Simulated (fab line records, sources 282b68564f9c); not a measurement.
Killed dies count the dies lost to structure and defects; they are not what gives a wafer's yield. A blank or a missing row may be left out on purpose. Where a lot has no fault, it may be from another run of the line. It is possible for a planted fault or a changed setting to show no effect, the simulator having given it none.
fab line records	flow rit-cmos
[record] lots = 5	wafers = 23
route steps=202 shown NSD@132 PSD@143 SILICIDE@162 M1@184
start-h: start of the lot's first displayed wafer, in hours after the record's first day	wait-h: hours from the lot's prior step to this one	" repeats the value in the row above	L1.1+2: several wafers, shown together as one row	- no value, or no start given	* or withheld: withheld	< > ~ a bound
route shown NAME@n: names a module that has steps shown in the file, with the first one's number in the route	usual: average and standard deviation across the fault-free wafers	same: alike in all rows	chamber/n: place in a boat	sites: per-site readings	_std_site: standard deviation across them	_edge_site: the outer-site mean with the inner-site mean subtracted	radius-mm: for every site, how far away it sits from the centre of the wafer	mask NAME#n: copy n	behind: the most recent tool/chamber to have shaped the wafer	hold: the reason the lot was held/the length of the hold in hours/how it ended	device: the n, p or np transistor that did not switch	end of line: the same wafers' tests at the end of the route	where a step has no rows: the recipe by itself	killed: the dies lost at the first sort to structure and to defects; this is not the yield of the wafer	map: per-die view of a wafer (x killed, . not killed, _ where there is no die)
set.NAME: the setting as run; set.NAME@STEP: as run at that earlier step	model.NAME: the simulator's own value behind a step, which no gauge read
lots run with intentionally changed settings; tables by step, rows by wafer
[[steps]]
[step RIT_NSD_COAT_01]
[recipe] resist = NOVOLAK	spin-rpm = 3250	resist-thk-nm = 1000
lot.wafer	tool	chamber	start-h	wait-h	set.spin-rpm	model.NOVOLAK_of_NSD_COAT_01.thk-nm
L074.2	litho-track-02	0	46.63	0.1	3473	966.9
L074.3	"	0	"	"	3473	968.9
L074.4	"	0	"	"	3250	1000
L074.5	"	0	"	"	3250	999
L074.6	"	0	"	"	3473	968.6
L076.1	litho-track-04	0	60.96	0.1	3250	998.2
L076.4+5	"	0	"	"	3250	998.3
L079.1+6	litho-track-04	0	74.48	0.1	3250	1003
L079.2+5	"	0	"	"	3250	1002
L079.3	"	0	"	"	3250	1000
L080.2	litho-track-01	0	77.89	0.1	3250	1004
L080.3+5	"	0	"	"	3101	1029
L080.4+6	"	0	"	"	3250	1005
L085.1	litho-track-02	0	106.42	0.1	3250	1004
L085.2	"	0	"	"	3337	989.4
L085.3	"	0	"	"	3337	988.4
L085.4	"	0	"	"	3337	987.7
L085.6	"	0	"	"	3250	1003
[step RIT_NSD_SOFTBAKE_02]
[recipe] resist = NOVOLAK	temp-c = 90	time-s = 60
[step RIT_NSD_EXPOSE_03]
[recipe] mask-id = M9	na = 0.57	target-cd-nm = 40700	dose-mj = 250
[step RIT_NSD_DEVELOP_05]
[recipe] resist = NOVOLAK	develop-time-s = 50	dev-temp-c = 22.08
[step RIT_NSD_HARDBAKE_07]
[recipe] resist = NOVOLAK	temp-c = 140	time-s = 60
lot.wafer	tool	chamber	start-h	wait-h	set.spin-rpm@NSD_COAT_01	model.NOVOLAK_of_NSD_COAT_01.thk-nm
L074.2	litho-track-04	0	47.36	0.0	3473	854.8
L074.3	"	0	"	"	3473	856.6
L074.4	"	0	"	"	3250	884
L074.5	"	0	"	"	3250	882.8
L074.6	"	0	"	"	3473	856.3
L076.1	litho-track-04	0	61.85	0.0	3250	882.1
L076.4+5	"	0	"	"	3250	882.2
L079.1	litho-track-04	0	75.35	0.0	3250	886.4
L079.2	"	0	"	"	3250	885.7
L079.3	"	0	"	"	3250	883.9
L079.5	"	0	"	"	3250	885.1
L079.6	"	0	"	"	3250	886.5
L080.2	litho-track-02	0	78.75	0.0	3250	887.3
L080.3	"	0	"	"	3101	908.7
L080.4	"	0	"	"	3250	888.1
L080.5	"	0	"	"	3101	909.2
L080.6	"	0	"	"	3250	887.7
L085.1	litho-track-02	0	107.28	0.0	3250	887.1
L085.2	"	0	"	"	3337	874.5
L085.3	"	0	"	"	3337	873.6
L085.4	"	0	"	"	3337	873
L085.6	"	0	"	"	3250	886.1
[step RIT_PSD_COAT_01]
[recipe] resist = NOVOLAK	spin-rpm = 3250	resist-thk-nm = 1000
lot.wafer	tool	chamber	start-h	wait-h	set.spin-rpm	model.NOVOLAK_of_PSD_COAT_01.thk-nm
L074.2+5	litho-track-02	0	48.07	0.1	3013	1039
L074.3	"	0	"	"	3250	1001
L074.4	"	0	"	"	3250	996.5
L074.6	"	0	"	"	3250	999.6
L076.1+5	litho-track-02	0	62.54	0.1	3250	1000
L076.4	"	0	"	"	3250	1002
L079.1	litho-track-03	0	76.03	0.1	3250	998.9
L079.2	"	0	"	"	3471	969.5
L079.3	"	0	"	"	3250	999.3
L079.5	"	0	"	"	3250	1002
L079.6	"	0	"	"	3471	967.7
L080.2+4	litho-track-02	0	79.57	0.1	3250	1001
L080.3	"	0	"	"	3250	1000
L080.5+6	"	0	"	"	3250	1002
L085.1	litho-track-04	0	107.97	0.1	3250	1004
L085.2+4	"	0	"	"	3250	1005
L085.3	"	0	"	"	3176	1013
L085.6	"	0	"	"	3176	1017
[step RIT_PSD_HARDBAKE_07]
[recipe] resist = NOVOLAK	temp-c = 140	time-s = 60
lot.wafer	tool	chamber	start-h	wait-h	set.temp-c	set.spin-rpm@PSD_COAT_01	model.NOVOLAK_of_PSD_COAT_01.thk-nm
L074.2	litho-track-03	0	48.94	0.0	143.9	3013	912.6
L074.3	"	0	"	"	143.9	3250	879.9
L074.4	"	0	"	"	143.9	3250	876
L074.5	"	0	"	"	140	3013	918.1
L074.6	"	0	"	"	140	3250	883.5
L076.1+5	litho-track-02	0	63.28	0.0	140	3250	883.9
L076.4	"	0	"	"	140	3250	885.8
L079.1	litho-track-03	0	76.88	0.1	140	3250	882.9
L079.2	"	0	"	"	140	3471	857.1
L079.3	"	0	"	"	140	3250	883.1
L079.5	"	0	"	"	137.9	3250	888.6
L079.6	"	0	"	"	137.9	3471	858.6
L080.2	litho-track-04	0	80.30	0.0	143.8	3250	880
L080.3	"	0	"	"	140	3250	884
L080.4	"	0	"	"	143.8	3250	880.1
L080.5	"	0	"	"	143.8	3250	881.2
L080.6	"	0	"	"	140	3250	885.1
L085.1	litho-track-03	0	109.16	0.2	141.3	3250	885.8
L085.2	"	0	"	"	140	3250	888
L085.3	"	0	"	"	141.3	3176	893.6
L085.4	"	0	"	"	140	3250	888.1
L085.6	"	0	"	"	141.3	3176	896.9
[step RIT_SILICIDE_SPUTTER_01]
[recipe] material = Ti	target-thk-nm = 30	power-w = 350	chamber-pressure-pa = 0.667	gas = Ar	time-s = 240	substrate-temp-c = 25
lot.wafer	tool	chamber	start-h	wait-h	set.time-s	model.Ti_of_SILICIDE_SPUTTER_01.thk-nm
L074.2	pvd-sputter-03	-	50.36	0.0	240	29.35
L074.3	"	-	"	"	240	29.66
L074.4	"	-	"	"	240	30.12
L074.5	"	-	"	"	240	29.05
L074.6	"	-	"	"	240	29.97
L076.1	pvd-sputter-03	-	64.73	0.0	240	30.62
L076.4	"	-	"	"	240	29.75
L076.5	"	-	"	"	240	29.65
L079.1	pvd-sputter-01	-	78.33	0.0	240	29.84
L079.2	"	-	"	"	240	29.67
L079.3	"	-	"	"	240	29.47
L079.5	"	-	"	"	240	29.59
L079.6	"	-	"	"	240	30.01
L080.2	pvd-sputter-03	-	81.73	0.0	271.1	33.62
L080.3	"	-	"	"	240	30.51
L080.4	"	-	"	"	240	30.6
L080.5	"	-	"	"	271.1	33.45
L080.6	"	-	"	"	271.1	33.63
L085.1	pvd-sputter-01	-	110.64	0.0	228.9	28.91
L085.2	"	-	"	"	228.9	28.55
L085.3	"	-	"	"	228.9	28.97
L085.4	"	-	"	"	240	29.48
L085.6	"	-	"	"	240	30.24
[step RIT_SILICIDE_RS_MEAS_02]
[recipe] thk-meas-gauge = four-point-probe	reads = Ti_of_SILICIDE_SPUTTER_01
[usual] SILICIDE_TI_RS = 48.0/0.73
lot.wafer	tool	chamber	start-h	wait-h	set.time-s@SILICIDE_SPUTTER_01	SILICIDE_TI_RS[ohm/sq]
L074.2	film-metro-03	-	50.53	0.1	240	49.1
L074.3	"	-	"	"	240	48.5
L074.4	"	-	"	"	240	47.6
L074.5	"	-	"	"	240	49.8
L074.6	"	-	"	"	240	47.9
L076.1	film-metro-03	-	64.88	0.1	240	46.7
L076.4	"	-	"	"	240	48.4
L076.5	"	-	"	"	240	48.5
L079.1	film-metro-03	-	78.48	0.1	240	48.1
L079.2	"	-	"	"	240	48.5
L079.3	"	-	"	"	240	49.0
L079.5	"	-	"	"	240	48.7
L079.6	"	-	"	"	240	47.9
L080.2	film-metro-04	-	81.90	0.1	271.1	41.5
L080.3	"	-	"	"	240	46.9
L080.4	"	-	"	"	240	46.7
L080.5	"	-	"	"	271.1	41.8
L080.6	"	-	"	"	271.1	41.6
L085.1	film-metro-03	-	110.79	0.1	228.9	50.2
L085.2	"	-	"	"	228.9	51.1
L085.3	"	-	"	"	228.9	50.0
L085.4	"	-	"	"	240	48.9
L085.6	"	-	"	"	240	47.4
[step RIT_SILICIDE_THK_MEAS_03]
[recipe] thk-meas-gauge = xrf	reads = Ti_of_SILICIDE_SPUTTER_01
[usual] SILICIDE_TI_THK = 30.0/0.39
lot.wafer	tool	chamber	start-h	wait-h	set.time-s@SILICIDE_SPUTTER_01	SILICIDE_TI_THK[nm]
L074.2	film-metro-03	-	50.64	0.1	240	29.5
L074.3	"	-	"	"	240	29.9
L074.4	"	-	"	"	240	30.4
L074.5	"	-	"	"	240	29.3
L074.6	"	-	"	"	240	30.2
L076.1	film-metro-03	-	65.00	0.1	240	31.1
L076.4	"	-	"	"	240	30.1
L076.5	"	-	"	"	240	29.8
L079.1	film-metro-03	-	78.60	0.1	240	30.0
L079.2	"	-	"	"	240	29.9
L079.3	"	-	"	"	240	29.6
L079.5	"	-	"	"	240	29.8
L079.6	"	-	"	"	240	30.2
L080.2	film-metro-04	-	82.01	0.1	271.1	33.7
L080.3	"	-	"	"	240	30.4
L080.4	"	-	"	"	240	30.7
L080.5	"	-	"	"	271.1	33.2
L080.6	"	-	"	"	271.1	33.6
L085.1	film-metro-03	-	110.91	0.1	228.9	29.1
L085.2	"	-	"	"	228.9	28.6
L085.3	"	-	"	"	228.9	29.1
L085.4	"	-	"	"	240	29.7
L085.6	"	-	"	"	240	30.3
[step RIT_M1_SPUTTER_00]
[recipe] material = Al	target-thk-nm = 400	power-w = 2000	chamber-pressure-pa = 0.4	gas = Ar	time-s = 500	substrate-temp-c = 25
lot.wafer	tool	chamber	start-h	wait-h	set.power-w	model.Al_of_M1_SPUTTER_00.thk-nm
L074.2	pvd-sputter-04	-	53.33	0.0	2000	398.1
L074.3	"	-	"	"	2000	394.7
L074.4	"	-	"	"	1883	377.1
L074.5	"	-	"	"	1883	372.9
L074.6	"	-	"	"	1883	375
L076.1	pvd-sputter-01	-	67.61	0.0	2000	405.7
L076.4	"	-	"	"	2000	402.2
L076.5	"	-	"	"	2000	401.2
L079.1	pvd-sputter-02	-	81.18	0.0	1805	367.7
L079.2	"	-	"	"	2000	401.9
L079.3	"	-	"	"	2000	404.2
L079.5	"	-	"	"	2000	407.5
L079.6	"	-	"	"	1805	361.3
L080.2	pvd-sputter-04	-	84.57	0.0	2000	399.1
L080.3	"	-	"	"	2140	431
L080.4	"	-	"	"	2000	404.9
L080.5	"	-	"	"	2140	433.9
L080.6	"	-	"	"	2000	397.3
L085.1	pvd-sputter-04	-	113.37	0.0	2000	398.2
L085.2	"	-	"	"	1788	357.9
L085.3	"	-	"	"	2000	394.3
L085.4	"	-	"	"	1788	358
L085.6	"	-	"	"	1788	357.3
[step RIT_M1_RS_MEAS_01]
[recipe] thk-meas-gauge = four-point-probe	reads = Al_of_M1_SPUTTER_00
[usual] M1_AL_RS = 0.0731/0.00067
lot.wafer	tool	chamber	start-h	wait-h	set.power-w@M1_SPUTTER_00	M1_AL_RS[ohm/sq]
L074.2	film-metro-04	-	53.65	0.2	2000	0.0738
L074.3	"	-	"	"	2000	0.0744
L074.4	"	-	"	"	1883	0.0779
L074.5	"	-	"	"	1883	0.0790
L074.6	"	-	"	"	1883	0.0785
L076.1	film-metro-04	-	67.90	0.1	2000	0.0724
L076.4	"	-	"	"	2000	0.0731
L076.5	"	-	"	"	2000	0.0733
L079.1	film-metro-01	-	81.48	0.1	1805	0.0799
L079.2	"	-	"	"	2000	0.0730
L079.3	"	-	"	"	2000	0.0726
L079.5	"	-	"	"	2000	0.0719
L079.6	"	-	"	"	1805	0.0812
L080.2	film-metro-04	-	84.89	0.2	2000	0.0736
L080.3	"	-	"	"	2140	0.0681
L080.4	"	-	"	"	2000	0.0725
L080.5	"	-	"	"	2140	0.0676
L080.6	"	-	"	"	2000	0.0739
L085.1	film-metro-04	-	113.67	0.1	2000	0.0738
L085.2	"	-	"	"	1788	0.0822
L085.3	"	-	"	"	2000	0.0745
L085.4	"	-	"	"	1788	0.0823
L085.6	"	-	"	"	1788	0.0824
[step RIT_M1_THK_MEAS_02]
[recipe] thk-meas-gauge = xrf	reads = Al_of_M1_SPUTTER_00
[usual] M1_AL_THK = 401/3.9
lot.wafer	tool	chamber	start-h	wait-h	set.power-w@M1_SPUTTER_00	M1_AL_THK[nm]
L074.2	film-metro-04	-	53.76	0.1	2000	400
L074.3	"	-	"	"	2000	395
L074.4	"	-	"	"	1883	380
L074.5	"	-	"	"	1883	374
L074.6	"	-	"	"	1883	376
L076.1	film-metro-04	-	68.02	0.1	2000	406
L076.4	"	-	"	"	2000	403
L076.5	"	-	"	"	2000	403
L079.1	film-metro-01	-	81.60	0.1	1805	368
L079.2	"	-	"	"	2000	398
L079.3	"	-	"	"	2000	400
L079.5	"	-	"	"	2000	406
L079.6	"	-	"	"	1805	362
L080.2	film-metro-04	-	85.00	0.1	2000	399
L080.3	"	-	"	"	2140	428
L080.4	"	-	"	"	2000	403
L080.5	"	-	"	"	2140	434
L080.6	"	-	"	"	2000	394
L085.1	film-metro-04	-	113.79	0.1	2000	399
L085.2	"	-	"	"	1788	356
L085.3	"	-	"	"	2000	395
L085.4	"	-	"	"	1788	357
L085.6	"	-	"	"	1788	358
[step RIT_M1_SOFTBAKE_05]
[recipe] resist = NOVOLAK	temp-c = 90	time-s = 60
lot.wafer	tool	chamber	start-h	wait-h	set.time-s
L074.2+3+6	litho-track-03	0	54.13	0.1	60
L074.4+5	"	0	"	"	62.99
L076.1+4+5	litho-track-03	0	68.38	0.1	60
L079.1+2	litho-track-03	0	81.96	0.1	57.67
L079.3+5+6	"	0	"	"	60
L080.2+5	litho-track-04	0	85.43	0.1	66.71
L080.3+4+6	"	0	"	"	60
L085.1+2+6	litho-track-03	0	114.16	0.1	67.75
L085.3+4	"	0	"	"	60
[step RIT_M1_EXPOSE_06]
[recipe] mask-id = M12	na = 0.6	source-shape = conventional	sigma-outer = 0.5	target-cd-nm = 2600	dose-mj = 250
[step RIT_M1_PEB_07]
[recipe] resist = NOVOLAK	temp-c = withheld	time-s = withheld
[step RIT_M1_HARDBAKE_11]
[recipe] resist = NOVOLAK	temp-c = 140	time-s = 120
[step RIT_M1_METAL_ETCH_12]
[recipe] stop-on = SiO2	chemistry = Cl2/BCl3	target = Al	time-s = 165	over-etch-frac = 0.5	pressure-mtorr = 100	target-depth-a = 6000	rf-w = 245.2	Cl2_flow_sccm = 60	bcl3-flow-sccm = 50
[usual] oes-product-au = 0.780/0.013
lot.wafer	tool	chamber	start-h	wait-h	set.power-w@M1_SPUTTER_00	oes-product-au
L074.2	rie-metal-03	0	55.09	0.2	2000	0.782
L074.3	"	1	"	"	2000	0.753
L074.4	"	0	"	"	1883	0.754
L074.5	"	1	"	"	1883	0.718
L074.6	"	0	"	"	1883	0.747
L076.1	rie-metal-01	1	69.37	0.2	2000	0.798
L076.4	"	0	"	"	2000	0.785
L076.5	"	1	"	"	2000	0.782
L079.1	rie-metal-01	1	83.07	0.2	1805	0.748
L079.2	"	0	"	"	2000	0.790
L079.3	"	0	"	"	2000	0.795
L079.5	"	0	"	"	2000	0.799
L079.6	"	1	"	"	1805	0.739
L080.2	rie-metal-03	1	86.40	0.2	2000	0.759
L080.3	"	0	"	"	2140	0.815
L080.4	"	1	"	"	2000	0.763
L080.5	"	1	"	"	2140	0.790
L080.6	"	0	"	"	2000	0.778
L085.1	rie-metal-01	0	115.41	0.2	2000	0.786
L085.2	"	1	"	"	1788	0.735
L085.3	"	0	"	"	2000	0.785
L085.4	"	1	"	"	1788	0.734
L085.6	"	0	"	"	1788	0.744
[step RIT_M1_STRIP_13]
[recipe] chemistry = nmp	resist = NOVOLAK	temp-c = 80	time-s = 600	dry = n2-spin
[step RIT_M1_STRIP_14]
[recipe] chemistry = O2	time-s = 180	platen-temp-c = withheld	power-w = 500	pressure-mtorr = 4000	o2-flow-sccm = 4000
[step RIT_M1_ANNEAL_15]
[recipe] temp-c = 450	time-s = 1800	ambient = forming_gas_H2N2
[step RIT_M1_PROBE_99]
lot.wafer	tool	chamber	start-h	wait-h	set.dose-mj@GATE_EXPOSE_13	model.etest.pmos-turned.r-on-ohm-um	model.etest.pmos_0p15.r-on-ohm-um	model.etest.nmos_0p15.r-on-ohm-um	model.etest.nmos_0p15.drive-ua-um
L074.2	prober-02	-	58.62	0.1	380	3360	2700	1064	462.4
L074.3	prober-02	-	58.67	0.2	380	3364	2720	1134	452.8
L074.4	prober-02	-	58.72	0.2	380	3240	2621	1051	479.3
L074.5	prober-02	-	58.77	0.2	380	3287	2641	1066	467.5
L074.6	prober-02	-	58.82	0.2	380	3300	2669	1093	459.1
L076.1	prober-02	-	71.62	0.1	380	3580	2881	1152	458.7
L076.4	prober-02	-	71.77	0.2	380	3594	2884	1160	453.9
L076.5	prober-02	-	71.82	0.2	380	3571	2847	1119	454.2
L079.1	prober-01	-	85.33	0.1	380	3156	2538	1016	492
L079.2	prober-01	-	85.38	0.1	363.8	3798	3152	1213	403.8
L079.3	prober-01	-	85.43	0.2	363.8	3816	3229	1219	398.4
L079.5	prober-01	-	85.53	0.2	380	3240	2631	1036	489.6
L079.6	prober-01	-	85.58	0.2	380	3249	2630	1025	483.6
L080.2	prober-02	-	88.82	0.1	398.9	3034	2425	1122	579.5
L080.3	prober-02	-	88.87	0.2	380	3446	2804	1194	479
L080.4	prober-02	-	88.92	0.2	380	3611	2997	1298	454.1
L080.5	prober-02	-	88.97	0.2	380	3543	2920	1247	474.9
L080.6	prober-02	-	89.02	0.2	398.9	3025	2336	1080	576.4
L085.1	prober-01	-	117.88	0.1	380	3547	2916	1251	463.6
L085.2	prober-01	-	117.93	0.1	380	3565	2859	1210	474.5
L085.3	prober-01	-	117.98	0.2	380	3727	3045	1322	453.8
L085.4	prober-01	-	118.03	0.2	380	3589	2914	1259	463.4
L085.6	prober-01	-	118.13	0.2	380	3573	2886	1261	472.7
// killed by level:class
L076.1 GATE:geometric-particle:short=2 GATE:geometric-particle:open=2 FOX1:geometric-particle:open=1 FOX1:geometric-particle:short=1 M1:coat-microbubble-printed=1
L076.4 FOX1:geometric-particle:short=1 GATE:geometric-particle:open=1 M1:geometric-particle:short=1
L076.5 FOX1:geometric-particle:short=3 FOX2:geometric-particle:short=1 GATE:geometric-particle:open=1 GATE:geometric-particle:short=1 SPACER:geometric-particle:open=1
[[key]]
[split] step = RIT_NSD_COAT_01	setting = spin-rpm	stated = 3250	by = wafer
[response] step = RIT_NSD_COAT_01	reading = model.NOVOLAK_of_NSD_COAT_01.thk-nm	change = -4.87	per = 1%	r = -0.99
[response] step = RIT_NSD_HARDBAKE_07	reading = model.NOVOLAK_of_NSD_COAT_01.thk-nm	change = -4.26	per = 1%	r = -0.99
[split] step = RIT_PSD_COAT_01	setting = spin-rpm	stated = 3250	by = wafer
[response] step = RIT_PSD_COAT_01	reading = model.NOVOLAK_of_PSD_COAT_01.thk-nm	change = -5.06	per = 1%	r = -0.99
[response] step = RIT_PSD_HARDBAKE_07	reading = model.NOVOLAK_of_PSD_COAT_01.thk-nm	change = -4.41	per = 1%	r = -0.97
[split] step = RIT_PSD_HARDBAKE_07	setting = temp-c	stated = 140	by = wafer
response none clear
[split] step = RIT_SILICIDE_SPUTTER_01	setting = time-s	stated = 240	by = wafer
[response] step = RIT_SILICIDE_SPUTTER_01	reading = model.Ti_of_SILICIDE_SPUTTER_01.thk-nm	change = +0.232	per = 1%	r = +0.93
[response] step = RIT_SILICIDE_RS_MEAS_02	reading = SILICIDE_TI_RS	change = -0.411	per = 1%	r = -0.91
[response] step = RIT_SILICIDE_THK_MEAS_03	reading = SILICIDE_TI_THK	change = +0.228	per = 1%	r = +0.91
[split] step = RIT_M1_SPUTTER_00	setting = power-w	stated = 2000	by = wafer
[response] step = RIT_M1_SPUTTER_00	reading = model.Al_of_M1_SPUTTER_00.thk-nm	change = +3.95	per = 1%	r = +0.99
[response] step = RIT_M1_RS_MEAS_01	reading = M1_AL_RS	change = -0.000789	per = 1%	r = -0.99
[response] step = RIT_M1_THK_MEAS_02	reading = M1_AL_THK	change = +3.88	per = 1%	r = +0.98
[response] step = RIT_M1_METAL_ETCH_12	reading = oes-product-au	change = +0.00487	per = 1%	r = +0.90
[split] step = RIT_M1_SOFTBAKE_05	setting = time-s	stated = 60	by = wafer
response none clear
split outside-this-file step=RIT_GATE_EXPOSE_13 setting=dose-mj
// split outside-this-file: this setting was split too, and the file shows its column; the key of that split is in another file
